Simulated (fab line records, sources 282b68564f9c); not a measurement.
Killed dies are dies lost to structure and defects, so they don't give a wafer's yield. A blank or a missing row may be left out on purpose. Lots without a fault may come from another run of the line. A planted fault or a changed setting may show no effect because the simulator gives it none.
A struck lot beside a sound one | flow rit_cmos | 44 steps out of a route of 202
Sound: wafers L384.3, L384.4, L384.6. Struck: wafers L398.1, L398.4, L398.5. The cause comes at the end.
At each step with rows: each side's tool, then ch and its chambers, then its first start. Under that, the readings that differ: sound wafers | struck wafers | difference of the means | sigmas: that difference in standard deviations of wafers without a fault.
alike: readings whose means differ by less than 2 such deviations, and words and numbers that are the same on both sides. not compared: withheld readings, readings that some wafer has no value for, bounds like >300 that may hide the same value, and numbers for which the record gives no deviation and whose values overlap.
The two part at a step that has a row with sigmas, a row that says differs or no value, or rows on one side only. Numbers that don't overlap but have no deviation are shown without sigmas and don't part them. A reading that every wafer of one side lacks parts them only if that side has two wafers or more.

first, 3 steps without rows for these wafers: RIT_REOX_CLEAN_01 (cleans in dHF, time 30 s); RIT_REOX_CLEAN_02 (cleans in SC2, time 600 s); RIT_REOX_OXIDATION_03 (target thk 25.2 nm, ox time 5580 s).
RIT_REOX_THK_MEAS_04:
  sound on film_metro-03, day 2 16:39; struck on film_metro-03, day 5 15:46
  alike: REOX_OXIDE_THK
then, 6 steps without rows for these wafers: RIT_NLDD_HMDS_00 (prime time 60 s); RIT_NLDD_COAT_01 (resist thk 1000 nm); RIT_NLDD_SOFTBAKE_02 (time 60 s); RIT_NLDD_EXPOSE_03 (exposes mask M7, target cd 40700 nm); RIT_NLDD_PEB_04; RIT_NLDD_DEVELOP_05 (develop time 50 s).
RIT_NLDD_OVL_MEAS_06:
  sound on overlay-02, day 2 17:41; struck on overlay-02, day 5 16:40
  alike: NLDD_OVL
then, 1 step without rows for these wafers: RIT_NLDD_HARDBAKE_07 (time 60 s).
RIT_NLDD_IMPLANT_08:
  sound on implanter-01 ch 0, day 2 17:55; struck on implanter-02 ch 0, day 5 16:51
  reading                          | sound                         | struck                        | difference | sigmas
  dose_ions_cm2                    | 5.004e+14 5.006e+14 5.003e+14 | 7.995e+14 7.994e+14 7.993e+14 | +2.990e+14 | +99 or more
  end_station_pressure_torr (Torr) | 5.73e-06 6.24e-06 6.3e-06     | 7.21e-06 7.11e-06 6.63e-06    | +8.93e-07  | +3
  faraday_current_uA               | 1527 1556 1521                | 2503 2531 2579                | +1003      | +32
  alike: beam_energy_keV
RIT_NLDD_STRIP_09: strips in O2, time 180 s.
  sound on plasma_asher-01 ch 0,1, day 2 18:04; struck on plasma_asher-01 ch 1, day 5 17:00
  alike: drypump_motor_current_A
  not compared: rf_hours_counter_h
RIT_NLDD_TW_MEAS_10:
  sound on film_metro-04, day 2 18:12; struck on film_metro-01, day 5 17:11
  reading | sound          | struck         | difference | sigmas
  NLDD_TW | 2525 2520 2508 | 2869 2869 2874 | +353       | +10
then, 6 steps without rows for these wafers: RIT_PLDD_HMDS_00 (prime time 60 s); RIT_PLDD_COAT_01 (resist thk 1000 nm); RIT_PLDD_SOFTBAKE_02 (time 60 s); RIT_PLDD_EXPOSE_03 (exposes mask M8, target cd 40900 nm); RIT_PLDD_PEB_04; RIT_PLDD_DEVELOP_05 (develop time 50 s).
RIT_PLDD_OVL_MEAS_06:
  sound on overlay-01, day 2 19:06; struck on overlay-01, day 5 18:05
  alike: PLDD_OVL
then, 2 steps without rows for these wafers: RIT_PLDD_HARDBAKE_07 (time 60 s); RIT_PLDD_IMPLANT_08.
RIT_PLDD_STRIP_09: strips in O2, time 180 s.
  sound on plasma_asher-04 ch 0,1, day 2 19:35; struck on plasma_asher-04 ch 0,1, day 5 18:25
  alike: drypump_motor_current_A
  not compared: rf_hours_counter_h
RIT_PLDD_TW_MEAS_10:
  sound on film_metro-02, day 2 19:44; struck on film_metro-02, day 5 18:36
  alike: PLDD_TW
then, 4 steps without rows for these wafers: RIT_SPACER_CLEAN_00 (cleans in SC1, time 600 s); RIT_SPACER_CLEAN_01 (cleans in dHF, time 30 s); RIT_SPACER_CLEAN_02 (cleans in SC2, time 600 s); RIT_SPACER_CVD_03 (deposits Si3N4 from SiH2Cl2/NH3, target thk 250 nm, time 3300 s).
RIT_SPACER_THK_MEAS_04:
  sound on film_metro-04, day 2 23:08; struck on film_metro-03, day 5 22:02
  alike: SPACER_NITRIDE_THK
RIT_SPACER_ETCHBACK_05: etches Si3N4 in SF6/CHF3, stops on SiO2, target depth 250 nm, time 240 s.
  sound on rie_diel-01 ch 0,1, day 2 23:10; struck on rie_diel-02 ch 0,1,3, day 5 22:06
  alike: drypump_motor_current_A, oes_product_au, rf_fwd_power_W, throttle_valve_pct
  not compared: rf_hours_counter_h
then, 6 steps without rows for these wafers: RIT_NSD_HMDS_00 (prime time 60 s); RIT_NSD_COAT_01 (resist thk 1000 nm); RIT_NSD_SOFTBAKE_02 (time 60 s); RIT_NSD_EXPOSE_03 (exposes mask M9, target cd 40700 nm); RIT_NSD_PEB_04; RIT_NSD_DEVELOP_05 (develop time 50 s).
RIT_NSD_OVL_MEAS_06:
  sound on overlay-01, day 3 00:19; struck on overlay-02, day 5 23:12
  alike: NSD_OVL
then, 2 steps without rows for these wafers: RIT_NSD_HARDBAKE_07 (time 60 s); RIT_NSD_IMPLANT_08.
RIT_NSD_STRIP_09: strips in O2, time 180 s.
  sound on plasma_asher-01 ch 0,1, day 3 00:41; struck on plasma_asher-01 ch 0, day 5 23:32
  alike: drypump_motor_current_A
  not compared: rf_hours_counter_h
RIT_SDANNEAL_RS_MEAS_07: measures by four-point-probe.
  sound on film_metro-04, day 3 03:14; struck on film_metro-04, day 6 01:59
  reading          | sound             | struck            | difference | sigmas
  NLDD_RS (ohm/sq) | 151.1 151.3 151.0 | 103.2 103.2 103.3 | -47.9      | -89
RIT_M1_PROBE_99:
  sound on prober-02, day 3 10:40; struck on prober-01, day 6 09:51
  reading                             | sound             | struck            | difference | sigmas
  model.etest.nmos_0p3.r_on_ohm_um    | 2133 2137 2109    | 1975 1966 1977    | -154       |
  model.etest.nmos_0p15.r_on_ohm_um   | 1162 1121 1139    | 949.4 976.7 989.5 | -168.8     |
  model.etest.nldd.rs_ohm_sq          | 397.2 401.1 397.4 | 251.9 238.2 248.5 | -152.4     |
  model.etest.nmos_turned.drive_ua_um | 323.1 319.2 324.9 | 405.8 420 401.4   | +86.7      |
  model.etest.nmos_0p15.drive_ua_um   | 481.2 481.4 488.7 | 510.9 521 502.2   | +27.6      |
  model.etest.nldd.line_ohm_um        | 124.7 124.2 125.1 | 77.55 74.59 77.42 | -48.15     |
  alike: killed_at_M0_to_M3, killed_at_contacts, killed_at_front_end, killed_dies, killed_open, killed_short
  not compared: model.etest.nmos_narrow.drive_ua_um, model.etest.nmos_0p3.drive_ua_um

WHERE THEY PART
First at RIT_NLDD_IMPLANT_08; last, within this record, at RIT_SDANNEAL_RS_MEAS_07. Later steps at which nothing parts them and some readings are alike: RIT_M1_PROBE_99.

WHY: what the simulator had put in
Process parameter drift: implanter-02, from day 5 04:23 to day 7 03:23, at RIT_NLDD_IMPLANT_08. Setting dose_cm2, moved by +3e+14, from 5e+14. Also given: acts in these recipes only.
